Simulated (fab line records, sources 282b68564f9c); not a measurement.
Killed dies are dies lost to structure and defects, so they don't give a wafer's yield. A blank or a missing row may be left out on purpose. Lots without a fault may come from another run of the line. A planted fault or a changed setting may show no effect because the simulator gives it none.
Which tool did it? | flow rit_cmos | 15 lots, 45 wafers sampled, at 2 steps of a route of 202

WHAT THE GAUGES READ, wafer by wafer
RIT_WELLDRIVE_RS_MEAS_01: measures by four-point-probe. Usual: NWELL_RS 275.5 ohm/sq, standard deviation 0.85.
lot  | measured    | on            | NWELL_RS (ohm/sq) | flag
L486 | day 2 15:01 | film_metro-01 | 275.7 275.2 275.7 |
L487 | day 2 17:51 | film_metro-04 | 275.3 275.0 275.4 |
L488 | day 2 21:06 | film_metro-01 | 275.4 275.6 275.9 |
L489 | day 3 05:29 | film_metro-01 | 275.9 275.9 276.1 |
L490 | day 3 10:32 | film_metro-02 | 274.4 274.7 274.7 |
L491 | day 3 14:16 | film_metro-01 | 274.8 276.4 275.8 |
L492 | day 4 00:57 | film_metro-01 | 284.1 283.3 284.0 | OFF
L494 | day 4 08:40 | film_metro-04 | 282.8 283.1 282.9 | OFF
L495 | day 4 12:18 | film_metro-04 | 282.8 282.3 282.3 | OFF
L498 | day 4 23:25 | film_metro-04 | 274.8 274.7 275.1 |
L503 | day 6 04:01 | film_metro-04 | 275.2 274.7 275.2 |
L504 | day 6 08:20 | film_metro-04 | 276.4 275.1 276.0 |
L505 | day 6 13:34 | film_metro-01 | 276.8 276.6 276.8 |
L506 | day 6 23:56 | film_metro-02 | 275.3 276.3 275.6 |
L508 | day 7 14:04 | film_metro-01 | 276.8 276.8 276.8 |

WHICH TOOL RAN EACH LOT (tool, then ch and the chambers of the sampled wafers, then the start)
lot  | RIT_NWELL_IMPLANT_08
L486 | implanter-03 ch 0, day 2 06:35
L487 | implanter-03 ch 0, day 2 09:05
L488 | implanter-03 ch 0, day 2 13:59
L489 | implanter-04 ch 0, day 2 22:29
L490 | implanter-03 ch 0, day 3 00:59
L491 | implanter-04 ch 0, day 3 04:23
L492 | implanter-04 ch 0, day 3 17:23
L494 | implanter-04 ch 0, day 3 23:45
L495 | implanter-04 ch 0, day 4 04:28
L498 | implanter-03 ch 0, day 4 15:00
L503 | implanter-03 ch 0, day 5 20:59
L504 | implanter-02 ch 0, day 6 01:19
L505 | implanter-02 ch 0, day 6 05:02
L506 | implanter-03 ch 0, day 6 14:36
L508 | implanter-02 ch 0, day 7 06:28
- RIT_NWELL_IMPLANT_08

WHAT THE TOOLS THEMSELVES READ (means of the sampled wafers that have a number; where no wafer has one, the mark that the record gives instead)
RIT_NWELL_IMPLANT_08. Usual: beam_on_s 9.99 s, standard deviation 0.21; dose_ions_cm2 5e+13, standard deviation 5.6e+10.
lot  | tool         | beam_on_s (s) | dose_ions_cm2 | flag
L486 | implanter-03 | 9.82          | 5e+13         |
L487 | implanter-03 | 9.72          | 5e+13         |
L488 | implanter-03 | 10.17         | 5e+13         |
L489 | implanter-04 | 9.95          | 5e+13         |
L490 | implanter-03 | 10.00         | 5e+13         |
L491 | implanter-04 | 10.07         | 5e+13         |
L492 | implanter-04 | 9.95          | 5e+13         |
L494 | implanter-04 | 9.88          | 5e+13         |
L495 | implanter-04 | 9.97          | 5e+13         |
L498 | implanter-03 | 10.03         | 5e+13         |
L503 | implanter-03 | 9.62          | 5e+13         |
L504 | implanter-02 | 9.93          | 5e+13         |
L505 | implanter-02 | 10.24         | 5e+13         |
L506 | implanter-03 | 10.11         | 5e+13         |
L508 | implanter-02 | 10.37         | 5e+13         |

THE ANSWER, worked out from the rows above alone
Rule: a lot is off if the mean of its wafers that have a number lies more than 3 standard deviations from the usual mean. A lot without any number at a reading at which 4 lots or more have one is off too. The other lots that the step has rows for count as sound. The gauges are gone through in route order, then the tools' own readings, and for those a lot's mean is taken as printed above. The first step at which some lot is off is used, and at that step the reading that is off furthest; a lot without a number counts as furthest.
Off: L492, L494, L495, at RIT_WELLDRIVE_RS_MEAS_01 (NWELL_RS).
A tool fits if, at a process step before that reading, it ran every lot that is off, and no sound lot after the first of them. The gauges at RIT_WELLDRIVE_RS_MEAS_01 are tried like those tools. One fits: implanter-04 at RIT_NWELL_IMPLANT_08. Its last sound lot is L491 (day 3 04:23), its first lot that is off L492 (day 3 17:23): a fault that began between those two fits.

WHAT THE SIMULATOR HAD PUT IN
Process parameter drift: implanter-04, from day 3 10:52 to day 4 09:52, at RIT_NWELL_IMPLANT_08. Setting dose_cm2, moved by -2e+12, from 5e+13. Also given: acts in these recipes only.
Lots struck among those shown: L492, L494, L495. The rule above found the same.
